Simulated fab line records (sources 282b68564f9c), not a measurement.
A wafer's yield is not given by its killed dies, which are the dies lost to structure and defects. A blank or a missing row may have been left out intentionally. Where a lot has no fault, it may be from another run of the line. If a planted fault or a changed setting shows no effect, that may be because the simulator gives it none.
Which tool was responsible? | flow rit-cmos | 15 lots, 45 wafers sampled, at 2 steps of a route of 202

== WHAT THE GAUGES READ, wafer by wafer ==
RIT_GATE_THK_MEAS_07. Usual: GATE_OXIDE_THK typically reads 3.02 nm, with standard deviation 0.059.
lot  | measured    | on            | GATE_OXIDE_THK (nm) | flag
L717 | day 2 19:23 | film-metro-02 | 3.15 3.15 3.08      |
L718 | day 2 21:28 | film-metro-04 | 3.05 3.05 2.98      |
L720 | day 3 03:23 | film-metro-01 | 3.20 3.28 3.31      | OFF
L721 | day 3 15:49 | film-metro-04 | 2.95 3.02 2.96      |
L722 | day 3 17:09 | film-metro-02 | 3.43 3.43 3.46      | OFF
L723 | day 3 17:09 | film-metro-04 | 3.38 3.42 3.37      | OFF
L729 | day 4 23:10 | film-metro-04 | 3.04 2.96 3.00      |
L731 | day 5 10:16 | film-metro-02 | 2.98 3.01 2.99      |
L732 | day 5 17:10 | film-metro-04 | 3.06 3.04 3.03      |
L733 | day 5 20:41 | film-metro-04 | 2.92 3.00 2.99      |
L735 | day 6 10:32 | film-metro-02 | 3.06 3.08 3.03      |
L736 | day 6 20:28 | film-metro-02 | 3.02 2.99 3.01      |
L737 | day 6 22:44 | film-metro-02 | 2.95 2.91 2.97      |
L738 | day 7 07:01 | film-metro-04 | 2.97 3.03 2.95      |
L739 | day 7 11:17 | film-metro-02 | 3.11 3.05 3.02      |

== EACH LOT AND THE TOOL THAT RAN IT (in order: tool; ch and the chambers of the sampled wafers; start) ==
lot  | RIT_GATE_OXIDATION_05
L717 | furnace-04 ch 0, day 2 18:03
L718 | furnace-04 ch 0, day 2 19:36
L720 | furnace-04 ch 0, day 3 01:35
L721 | furnace-01 ch 0, day 3 14:03
L722 | furnace-04 ch 0, day 3 15:49
L723 | furnace-04 ch 0, day 3 15:49
L729 | furnace-03 ch 0, day 4 21:47
L731 | furnace-03 ch 0, day 5 08:56
L732 | furnace-03 ch 0, day 5 13:05
L733 | furnace-03 ch 0, day 5 18:38
L735 | furnace-03 ch 0, day 6 05:18
L736 | furnace-01 ch 0, day 6 16:20
L737 | furnace-03 ch 0, day 6 20:04
L738 | furnace-03 ch 0, day 7 03:32
L739 | furnace-01 ch 0, day 7 09:39
- RIT_GATE_OXIDATION_05: target thk 3 nm, ox time 270 s.

== AS READ BY THE TOOLS THEMSELVES (means over the sampled wafers that have a number; for cases with no such wafer, the mark the record gives instead) ==
RIT_GATE_OXIDATION_05. Usual: spike-tc-source-C at 920.7 C, with a standard deviation of 2.4.
lot  | tool       | spike-tc-source-C (C) | flag
L717 | furnace-04 | 919.4                 |
L718 | furnace-04 | 918.7                 |
L720 | furnace-04 | 918.6                 |
L721 | furnace-01 | 925.1                 |
L722 | furnace-04 | 918.7                 |
L723 | furnace-04 | 919.4                 |
L729 | furnace-03 | 919.8                 |
L731 | furnace-03 | 920.1                 |
L732 | furnace-03 | 921.3                 |
L733 | furnace-03 | 920.3                 |
L735 | furnace-03 | 920.5                 |
L736 | furnace-01 | 925.2                 |
L737 | furnace-03 | 921.2                 |
L738 | furnace-03 | 921.0                 |
L739 | furnace-01 | 926.0                 |

== THE ANSWER, worked out from the rows above alone ==
Rule: a lot counts as off when the mean over its wafers that have a number is more than 3 standard deviations away from the usual mean. Also off: a lot with no number at a reading for which 4 or more lots have one. Any other lot the step has rows for is counted as sound. First the gauges in route order, then the tools' own readings, where a lot's mean is used as printed above. The first step at which some lot is off is used, and at that step the reading that is off furthest; a lot without a number counts as furthest.
Off: at RIT_GATE_THK_MEAS_07 (GATE_OXIDE_THK), L720, L722, L723.
If a tool, at a process step before that reading, ran all the lots that are off and no sound lot after the first of them, it fits. Those tools and the gauges at RIT_GATE_THK_MEAS_07 are tried in the same way. One fits: RIT_GATE_OXIDATION_05 on furnace-04. A fault onset in the window from L718 (day 2 19:36, its last sound lot) to L720 (day 3 01:35, its first lot off) fits.

== WHAT HAD BEEN PUT IN BY THE SIMULATOR ==
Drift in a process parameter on furnace-04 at RIT_GATE_OXIDATION_05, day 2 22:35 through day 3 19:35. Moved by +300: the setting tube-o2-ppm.
Shown lots that were struck: L720, L722, L723. The rule given above showed the same thing.
